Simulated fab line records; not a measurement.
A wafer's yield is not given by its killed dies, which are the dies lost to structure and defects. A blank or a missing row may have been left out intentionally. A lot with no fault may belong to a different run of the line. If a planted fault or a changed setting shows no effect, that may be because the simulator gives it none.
What tool caused it?	flow rit cmos	Sampling: 7 lots, 21 wafers, 2 of 202 route steps

## WHAT THE GAUGES READ, wafer by wafer
RIT_CONTACT_CD_MEAS_08: the cd target is 1000 nm.
lot	measured	on	cd nm (nm)
L967	day 3 09:56	cd sem-02	999.9 999.4 1000.1
L970	day 4 00:38	cd sem-02	999.6 1000.4 1000.1
L972	day 4 10:03	cd sem-01	995.0 995.9 995.8
L974	day 4 20:23	cd sem-02	998.8 1001.9 1001.9
L981	day 6 07:44	cd sem-02	948.9 946.5 946.7 948.8 946.5 946.8
L985	day 7 02:55	cd sem-02	1000.6 1000.9 999.8
L988	day 7 17:34	cd sem-01	1002.0 1002.1 1000.6

## WHICH TOOL RAN EACH LOT (tool, then ch and the chambers of the sampled wafers, then the start)
lot	RIT_CONTACT_DEVELOP_07
L967	litho track-01 ch 0, day 3 09:00
L970	litho track-04 ch 0, day 4 00:00
L972	litho track-01 ch 0, day 4 09:00
L974	litho track-04 ch 0, day 4 20:00
L981	litho track-01 ch 0, day 6 07:00
L985	litho track-03 ch 0, day 7 02:00
L988	litho track-03 ch 0, day 7 17:00
- RIT_CONTACT_DEVELOP_07: develop time 120 s.

## THE ANSWER, worked out from the rows above alone
Rule: the usual values come from the lots themselves. The widest of any qualifying gaps counts: lots, ordered by their means at a reading, are off when they make up no more than a third of the lots, leave a main group of 4 or more, and stand apart from it by 3 or more times the standard deviation of that group's means. A main group is skipped when, at the precision printed for the reading in the tables above, its means are all equal. A lot without any number at a reading at which 4 lots or more have one is off too. Any other lot the step has rows for is counted as sound.
Off: L981, at RIT_CONTACT_CD_MEAS_08 (cd nm). Mean 999.7 nm and standard deviation 1.9 in the main group.
A tool fits if, at a process step before that reading, it ran every lot that is off, and no sound lot after the first of them. Gauges at RIT_CONTACT_CD_MEAS_08: tried the same way as those tools. One fits: litho track-01 at RIT_CONTACT_DEVELOP_07. Its last sound lot is L972 (day 4 09:00), its first lot that is off L981 (day 6 07:00): a fault that began between those two fits.

## WHAT THE SIMULATOR PUT IN
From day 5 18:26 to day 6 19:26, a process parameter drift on litho track-01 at RIT_CONTACT_DEVELOP_07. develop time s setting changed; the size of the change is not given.
Shown lots that were struck: L981. This agrees with what the rule above found.
